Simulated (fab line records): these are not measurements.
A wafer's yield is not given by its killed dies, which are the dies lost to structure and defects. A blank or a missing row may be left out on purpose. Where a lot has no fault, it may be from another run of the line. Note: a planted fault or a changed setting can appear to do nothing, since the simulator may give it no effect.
Lot-split experiment -- flow berkeley-cmos170 -- route with 331 steps; 5 lots, 23 wafers read

== THE SPLIT ==
At UCB170_PSD_COAT_01 (resist thk 900 nm), the setting spin-rpm was moved away from the recipe's 1500 rpm on 5 of the 23 wafers read, by -6.5% to +3.5%. This setting was run at the recipe's value on the other wafers.

The reading is taken at the split's own step.

== THE READING ==
KrF_of_PSD_COAT_01.thk-nm (the simulator's own value, which no gauge read), in nm, at UCB170_PSD_COAT_01 (resist thk 900 nm). The file does not state a usual value for it. Here, 18 wafers ran the recipe; their average is 899.7 nm with a standard deviation of 3.2 nm.

wafer,"tool, chamber at the split","spin-rpm as run, rpm",against the recipe,"KrF_of_PSD_COAT_01.thk-nm, nm",against lot-mates on the recipe
L079.1,"litho-track-01, 0",1500,recipe,898.7,-
L079.2,"litho-track-01, 0",1500,recipe,897.9,-
L079.4,"litho-track-01, 0",1500,recipe,897.8,-
L079.5,"litho-track-01, 0",1500,recipe,899.1,-
L079.6,"litho-track-01, 0",1500,recipe,897.6,-
L080.1,"litho-track-04, 0",1500,recipe,895.9,-
L080.2,"litho-track-04, 0",1552,+3.5%,882.3,-13.3
L080.3,"litho-track-04, 0",1552,+3.5%,881.6,-14.0
L080.5,"litho-track-04, 0",1500,recipe,895.4,-
L080.6,"litho-track-04, 0",1500,recipe,895.6,-
L083.1,"litho-track-04, 0",1402,-6.5%,936.3,+34.5
L083.2,"litho-track-04, 0",1402,-6.5%,935,+33.2
L083.4,"litho-track-04, 0",1500,recipe,900.7,-
L083.5,"litho-track-04, 0",1402,-6.5%,932.3,+30.5
L083.6,"litho-track-04, 0",1500,recipe,902.9,-
L085.1,"litho-track-01, 0",1500,recipe,897.7,-
L085.2,"litho-track-01, 0",1500,recipe,897.1,-
L085.6,"litho-track-01, 0",1500,recipe,899.2,-
L084.1,"litho-track-02, 0",1500,recipe,904.4,-
L084.2,"litho-track-02, 0",1500,recipe,902.7,-
L084.3,"litho-track-02, 0",1500,recipe,900.3,-
L084.4,"litho-track-02, 0",1500,recipe,907.2,-
L084.5,"litho-track-02, 0",1500,recipe,903.6,-

FIT RESULTS
A straight line over all 23 wafers: KrF_of_PSD_COAT_01.thk-nm changes by -5.29 nm for each +1% of spin-rpm; r = -0.98; the points scatter about the line by 3.1 nm.
The same after taking each lot's own level away (the mean of its wafers on the recipe; 23 wafers): -4.81 nm for each +1%; r = -0.99; scatter 1.7 nm.
According to that fit, moving spin-rpm by its largest amount changes the reading by 31 nm.
The lots' own levels span 895.63 to 903.64 nm, that is 2.5 times the standard deviation above.
So the lot-to-lot level changes the slope: the two fits differ.
Check: for one of the wafers moved furthest among these (-6.5%), held out of the fit, the line's prediction against its lot-mates is +30.7 nm. Against them it came out at +34.5 nm.

== FURTHER SPLITS ON THESE WAFERS ==
Other splits were also applied to these wafers ahead of the reading. Each is held against what the fit with the lots' levels taken away leaves over:
other split on the same wafers,wafers away from the commonest value,r with KrF_of_PSD_COAT_01.thk-nm (lot level and that fit taken away)
UCB170_GATE_PEB_10 peb-temp-c,9,-0.13
UCB170_NLDD_IMPLANT_08 dose-cm2,7,+0.16

== THE WHOLE CHAIN: every reading that the file lists as answering this split, in the file's order ==
step,what it does,reading,change (the file's fit),r (the file's)
UCB170_PSD_COAT_01,resist thk 900 nm,"KrF_of_PSD_COAT_01.thk-nm (the simulator's own value, which no gauge read)",-4.78 nm for each +1% of the setting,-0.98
UCB170_PSD_STRIP_09,strips in O2,strip-time-to-endpoint-s,withheld for each +1% of the setting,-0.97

== FILE'S OWN FIT ==
KrF_of_PSD_COAT_01.thk-nm changes by -4.78 nm for each +1% of spin-rpm, r = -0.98.
